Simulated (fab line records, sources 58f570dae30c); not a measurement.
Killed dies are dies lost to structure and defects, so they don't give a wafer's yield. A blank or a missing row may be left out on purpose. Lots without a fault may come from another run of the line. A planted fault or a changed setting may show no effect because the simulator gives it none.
One fault seen from 2 desks | flow berkeley_cmos170 | each desk has only its own numbers; what lay behind them comes last

THE METROLOGY DESK
What the gauges read, lot by lot, whatever tool the lot ran on: means of the sampled wafers that have a number. A lot is out of limits, marked OUT, if its mean lies more than 4 standard deviations from the usual mean; the brackets give that distance. Of its 10 readings 7 are shown: those that lie furthest out on some lot.
Columns: A = cd_nm at UCB170_PLDD_CD_MEAS_06, usual 1199.5 nm; B = PLDD_OVL at UCB170_PLDD_OVL_MEAS_07, usual 2 nm; C = PLDD_TW at UCB170_PLDD_TW_MEAS_11, usual 1013; D = cd_nm at UCB170_NLDD_CD_MEAS_06, usual 1199.6 nm; E = NLDD_TW at UCB170_NLDD_TW_MEAS_11, usual 2235; F = cd_nm at UCB170_PSD_CD_MEAS_06, usual 1199.7 nm; G = PSD_OVL at UCB170_PSD_OVL_MEAS_07, usual -3 nm
lot  | first seen here | A      | B  | C    | D      | E    | F      | G
L218 | day 7 07:01     | 1199.3 | -5 | 1016 | 1200.9 | 2233 | 1198.3 | -4
L224 | day 8 16:22     | 1200.1 | 8  | 1004 | 1202.2 | 2236 | 1202.2 | -6
L226 | day 9 05:46     | 1200.7 | 12 | 1009 | 1198.1 | 2252 | 1200.3 | -4
L225 | day 9 14:12     | 1199.9 | 5  | 1005 | 1199.2 | 2240 | 1198.9 | 5
L232 | day 10 13:56    | 1200.1 | -0 | 1023 | 1197.5 | 2246 | 1202.3 | 1
L238 | day 11 23:35    | 1197.0 | 6  | 1007 | 1196.2 | 2245 | 1200.2 | -1
This desk's finding: nothing out of limits on any of the 6 lots.

THE TOOL OWNER'S DESK: implanter-02
The tool's own readings at UCB170_PLDD_IMPLANT_09: means of the sampled wafers that have a number, for each lot that ran on this tool. A lot is out of limits, marked OUT, if its mean lies more than 4 standard deviations from the usual mean; the brackets give that distance.
Columns: A = beam_energy_keV at UCB170_PLDD_IMPLANT_09, usual 10.001
lot  | first seen here | A
L218 | day 7 08:28     | 10.003
L224 | day 8 19:00     | 10.005
L226 | day 9 07:26     | 9.998
This desk's finding: nothing out of limits on any of the 3 lots.

PUT TOGETHER
The metrology desk saw nothing out of limits.
The tool owner's desk saw nothing out of limits.

WHAT THE SIMULATOR HAD PUT IN
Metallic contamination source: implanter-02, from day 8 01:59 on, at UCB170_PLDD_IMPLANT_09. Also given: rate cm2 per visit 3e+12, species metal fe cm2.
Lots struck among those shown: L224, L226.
